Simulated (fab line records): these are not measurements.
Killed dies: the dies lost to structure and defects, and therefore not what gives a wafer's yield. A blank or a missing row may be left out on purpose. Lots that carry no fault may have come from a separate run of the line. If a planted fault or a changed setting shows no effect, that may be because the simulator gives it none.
One fault seen from 2 desks    flow ritCmos    what lay behind the numbers comes last; until then each desk has only its own

== METROLOGY DESK ==
Means of the sampled wafers that have a number, per lot and without regard to the tool the lot ran on: this is what the gauges read. The brackets show how far a lot's mean lies from the usual mean; more than 4 standard deviations puts the lot out of limits, marked OUT.
Columns: A = cdNm at RIT_GATE_CD_MEAS_16, usual 150.2 nm; B = REOX_OXIDE_THK at RIT_REOX_THK_MEAS_04, usual 25.0 nm
lot   first seen here  A      B
L597  day 2 18:18      149.3  25.0
L599  day 3 01:34      153.6  24.9
L602  day 3 14:24      148.6  24.1
L603  day 3 18:58      151.6  24.6
L604  day 4 03:43      148.5  25.3
L607  day 4 14:23      147.7  24.5
L608  day 4 21:26      148.3  25.2
L609  day 5 00:40      151.9  25.2
L610  day 5 07:17      155.1  25.3
L611  day 5 10:58      144.8  24.8
L612  day 5 18:25      153.7  25.6
L615  day 6 16:21      149.1  25.2
L616  day 6 17:56      149.8  25.3
L617  day 6 21:25      151.1  25.1
L620  day 7 15:17      148.7  25.1
Finding of this desk: none of the 15 lots has anything out of limits.

== DESK OF THE TOOL OWNER: ilineStepper-02 ==
The tool's own readings at RIT_CONTACT_EXPOSE_05 (exposes mask M11, target cd 1000 nm): means of the sampled wafers that have a number, for each lot that ran on this tool. The brackets show how far a lot's mean lies from the usual mean; more than 4 standard deviations puts the lot out of limits, marked OUT.
Columns: A = exposureDoseMJCm2 at RIT_CONTACT_EXPOSE_05, usual 247.29; B = focusOffsetNm at RIT_CONTACT_EXPOSE_05, usual 0.1 nm
lot   first seen here  A       B
L597  day 3 09:50      247.40  -0.1
L599  day 3 15:53      247.24  0.8
L604  day 4 19:39      247.05  0.0
L607  day 5 04:47      247.22  -0.4
L608  day 5 11:34      247.50  0.1
L609  day 5 14:43      247.35  1.1
L610  day 5 21:19      247.00  0.2
L611  day 6 01:08      247.31  -0.6
L612  day 6 11:02      247.12  1.1
L620  day 8 08:59      247.19  -0.4
Finding of this desk: none of the 10 lots has anything out of limits.

== TAKEN TOGETHER ==
From the metrology desk's view, nothing was out of limits.
The tool owner's desk saw nothing out of limits.

== WHAT HAD BEEN PUT IN BY THE SIMULATOR ==
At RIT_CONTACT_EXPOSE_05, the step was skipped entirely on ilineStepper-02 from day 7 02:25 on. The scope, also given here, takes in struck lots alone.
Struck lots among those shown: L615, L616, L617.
